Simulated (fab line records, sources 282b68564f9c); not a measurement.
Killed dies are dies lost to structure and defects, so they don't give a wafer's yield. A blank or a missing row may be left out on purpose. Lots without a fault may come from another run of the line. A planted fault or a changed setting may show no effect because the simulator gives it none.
A struck lot beside a sound one | flow rit_cmos | 27 steps out of a route of 202
Sound: wafers L673.1, L673.2, L673.5. Struck: wafers L675.2, L675.3, L675.6. The cause comes at the end.
At each step with rows: each side's tool, then ch and its chambers, then its first start. Under that, the readings that differ: sound wafers | struck wafers | difference of the means | sigmas: that difference in standard deviations of wafers without a fault.
alike: readings whose means differ by less than 2 such deviations, and words and numbers that are the same on both sides. not compared: withheld readings, readings that some wafer has no value for, bounds like >300 that may hide the same value, and numbers for which the record gives no deviation and whose values overlap.
The two part at a step that has a row with sigmas, a row that says differs or no value, or rows on one side only. Numbers that don't overlap but have no deviation are shown without sigmas and don't part them. A reading that every wafer of one side lacks parts them only if that side has two wafers or more.

first, 4 steps without rows for these wafers: RIT_CONTACT_SOFTBAKE_04 (time 60 s); RIT_CONTACT_EXPOSE_05 (exposes mask M11, target cd 1000 nm); RIT_CONTACT_PEB_06; RIT_CONTACT_DEVELOP_07 (develop time 120 s).
RIT_CONTACT_CD_MEAS_08: target cd 1000 nm.
  sound on cd_sem-01, day 3 22:02; struck on cd_sem-02, day 4 10:09
  alike: cd_nm
RIT_CONTACT_OVL_MEAS_09:
  sound on overlay-01, day 3 22:10; struck on overlay-02, day 4 10:15
  alike: CONTACT_OVL
then, 1 step without rows for these wafers: RIT_CONTACT_HARDBAKE_10 (time 60 s).
RIT_CONTACT_ETCH_11: etches SiO2 in CHF3/CF4/Ar, stops on TiSi2, target depth 480 nm, time 320 s.
  sound on rie_diel-04 ch 1,2, day 3 22:20; struck on rie_diel-04 ch 0,2,3, day 4 10:44
  alike: cf4_flow_sccm, drypump_motor_current_A, oes_product_au, throttle_valve_pct
  not compared: rf_hours_counter_h
RIT_CONTACT_STRIP_12: strips in O2, time 172.5 s.
  sound on plasma_asher-01 ch 0,1, day 3 22:32; struck on plasma_asher-03 ch 0,1, day 4 10:55
  alike: drypump_motor_current_A, o2_flow_sccm
  not compared: rf_hours_counter_h
RIT_CONTACT_CD_MEAS_90: target cd 1000 nm.
  sound on cd_sem-02, day 3 22:43; struck on cd_sem-01, day 4 11:07
  reading    | sound               | struck            | difference | sigmas
  cd_nm (nm) | 1000.7 999.7 1003.3 | 995.6 997.3 995.9 | -5.0       | -2
then, 2 steps without rows for these wafers: RIT_CONTACT_CLEAN_13 (cleans in SC1, time 600 s); RIT_CONTACT_CLEAN_14 (cleans in SC2, time 600 s).
RIT_M1_SPUTTER_00: material Al, target thk 400 nm, time 500 s.
  sound on pvd_sputter-04, day 3 23:11; struck on pvd_sputter-03, day 4 11:38
  no value came back on the struck wafers for cathode_dc_power_W (W), chamber_pressure_pa (Pa), throttle_valve_pct (%); on the sound wafers cathode_dc_power_W (W) reads 1999.7 2000.2 1999.7
RIT_M1_RS_MEAS_01: measures by four-point-probe.
  sound on film_metro-03, day 3 23:31; struck on film_metro-03, day 4 11:57
  reading           | sound                | struck | difference                    | sigmas
  M1_AL_RS (ohm/sq) | 0.0724 0.0733 0.0742 | - - -  | no value on the struck wafers |
RIT_M1_THK_MEAS_02: measures by xrf.
  sound on film_metro-03, day 3 23:38; struck on film_metro-03, day 4 12:04
  reading        | sound       | struck   | difference | sigmas
  M1_AL_THK (nm) | 402 395 392 | <1 <1 <1 | differs    |
then, 6 steps without rows for these wafers: RIT_M1_HMDS_03 (prime time 60 s); RIT_M1_COAT_04 (resist thk 1300 nm); RIT_M1_SOFTBAKE_05 (time 60 s); RIT_M1_EXPOSE_06 (exposes mask M12, target cd 2600 nm); RIT_M1_PEB_07; RIT_M1_DEVELOP_08 (develop time 69.05 s).
RIT_M1_CD_MEAS_09: target cd 2600 nm.
  sound on cd_sem-01, day 4 00:41; struck on cd_sem-01, day 4 13:01
  alike: cd_nm
RIT_M1_OVL_MEAS_10:
  sound on overlay-02, day 4 00:49; struck on overlay-02, day 4 13:07
  alike: M1_OVL
then, 1 step without rows for these wafers: RIT_M1_HARDBAKE_11 (time 120 s).
RIT_M1_METAL_ETCH_12: etches Al in Cl2/BCl3, stops on SiO2, time 165 s, target depth 600 nm.
  sound on rie_metal-01 ch 0,1, day 4 01:06; struck on rie_metal-02 ch 0,1, day 4 13:23
  reading               | sound             | struck            | difference | sigmas
  oes_product_au (a.u.) | 0.791 0.759 0.760 | 0.333 0.329 0.335 | -0.438     | -22
  alike: drypump_motor_current_A, mfc_cl2_sccm, throttle_valve_pct
  not compared: rf_hours_counter_h
then, 1 step without rows for these wafers: RIT_M1_STRIP_13 (strips in nmp, time 600 s).
RIT_M1_PROBE_99:
  sound on prober-02, day 4 04:25; struck on prober-02, day 4 15:47
  reading                  | sound             | struck         | difference | sigmas
  defect_limited_yield (%) | 97.0 97.0 97.3    | 0 0 0          | -97        | -88
  killed_at_M0_to_M3       | 0 0 0             | 262 262 260    | +261       |
  killed_dies              | 8 8 7             | 264 264 264    | +256       | +92
  killed_on_rim            | 2 2 2             | 70 70 70       | +68        | +49
  sort_bin_3_pad_short (%) | 0 0 0             | 22.0 27.7 23.9 | +24.5      | +99 or more
  sort_bin_5_function (%)  | 1.5 2.7 0.4       | 76.1 69.3 71.2 | +70.7      | +84
  sort_bin_6_memory (%)    | 1.5 0.4 2.3       | 1.9 3.0 4.9    | +1.9       | +3
  sort_n_pass              | 256.0 256.0 257.0 | 0 0 0          | -256       | -92
  sort_yield_pct (%)       | 97.0 97.0 97.3    | 0 0 0          | -97        | -88
  alike: killed_at_contacts, killed_at_front_end, killed_open, killed_short

WHERE THEY PART
First at RIT_CONTACT_CD_MEAS_90; last, within this record, at RIT_M1_PROBE_99.

WHY: what the simulator had put in
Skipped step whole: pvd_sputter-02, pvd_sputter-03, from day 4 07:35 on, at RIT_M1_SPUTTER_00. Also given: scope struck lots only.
